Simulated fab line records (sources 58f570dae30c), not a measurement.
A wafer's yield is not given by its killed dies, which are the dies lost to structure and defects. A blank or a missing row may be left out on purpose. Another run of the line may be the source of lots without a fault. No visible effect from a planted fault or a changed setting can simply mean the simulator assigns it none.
What tool caused it?	flow berkeley cmos170	route of 331 steps, sampled at 1 step: 14 lots, 42 wafers

WHAT THE GAUGES READ, wafer by wafer
No reading from a measuring or inspecting step in the record can be judged against a usual standard deviation.

WHAT TOOL EACH LOT RAN ON (gives the tool, then ch and the chambers of the sampled wafers, and finally the start)
lot	UCB170_SILICIDE_RTA_04
L928	rtp anneal-01 ch 0, day 7 02:52
L930	rtp anneal-01 ch 0, day 7 12:26
L929	rtp anneal-02 ch 0, day 7 12:52
L932	rtp anneal-02 ch 0, day 8 02:49
L935	rtp anneal-02 ch 0, day 8 12:10
L933	rtp anneal-01 ch 0, day 8 12:31
L934	rtp anneal-02 ch 0, day 8 12:38
L936	rtp anneal-02 ch 0, day 9 04:39
L938	rtp anneal-02 ch 0, day 9 05:01
L939	rtp anneal-02 ch 0, day 9 05:31
L940	rtp anneal-02 ch 0, day 9 15:13
L942	rtp anneal-01 ch 0, day 10 05:07
L941	rtp anneal-02 ch 0, day 10 05:08
L943	rtp anneal-01 ch 0, day 10 07:08
- UCB170_SILICIDE_RTA_04: time 15 s.

WHAT THE TOOLS THEMSELVES READ (means of the sampled wafers that have a number; where no wafer has one, the mark that the record gives instead)
UCB170_SILICIDE_RTA_04.
lot	tool	chamber o2 ppm	lamp power pct (%)	wafer_temp_C_max
L928	rtp anneal-01	2.029	9.6	653.1
L930	rtp anneal-01	1.988	9.6	653.4
L929	rtp anneal-02	1.985	10.3	652.9
L932	rtp anneal-02	2.030	10.3	653.7
L935	rtp anneal-02	1.995	10.3	653.6
L933	rtp anneal-01	1.988	9.6	653.6
L934	rtp anneal-02	2.020	10.3	654.2
L936	rtp anneal-02	2.006	10.3	653.4
L938	rtp anneal-02	2.008	10.3	654.4
L939	rtp anneal-02	2.016	10.3	654.5
L940	rtp anneal-02	302.000	10.3	654.4
L942	rtp anneal-01	2.027	9.6	654.4
L941	rtp anneal-02	302.020	10.3	653.8
L943	rtp anneal-01	2.016	9.6	653.7

THE ANSWER, worked out from the rows above alone
Rule: usual is defined by the lots themselves. The widest of any qualifying gaps counts: lots, ordered by their means at a reading, are off when they make up no more than a third of the lots, leave a main group of 4 or more, and stand apart from it by 3 or more times the standard deviation of that group's means. A main group is skipped when, at the precision printed for the reading in the tables above, its means are all equal. A lot without any number at a reading at which 4 lots or more have one is off too. All remaining lots with rows at the step are treated as sound. The gauges are gone through in route order, then the tools' own readings, and for those a lot's mean is taken as printed above. At the first step where some lot is off, the reading lying furthest off is the one used; lots without a number count as furthest.
Off at UCB170_SILICIDE_RTA_04 (chamber o2 ppm): L940, L941. The main group has a mean of 2.009 with a standard deviation of 0.016.
If a tool, at that step or one of the process steps before it, ran each lot that is off and ran no sound lot following the first of them, it fits. One fits: rtp anneal-02 at UCB170_SILICIDE_RTA_04. Its last sound lot is L939 (day 9 05:31), its first lot that is off L940 (day 9 15:13): a fault that began between those two fits.
On the lots that are off, the tool's own readings at UCB170_SILICIDE_RTA_04 differ by more than 5 times the standard deviation of the sound lots' means, which bears it out; chamber o2 ppm reads 302.010 there versus 2.009 on the sound lots.

WHAT HAD BEEN PUT IN BY THE SIMULATOR
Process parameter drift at UCB170_SILICIDE_RTA_04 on rtp anneal-02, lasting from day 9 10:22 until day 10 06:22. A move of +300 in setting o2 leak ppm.
Struck lots among those shown: L940, L941. The same result came from the rule above.
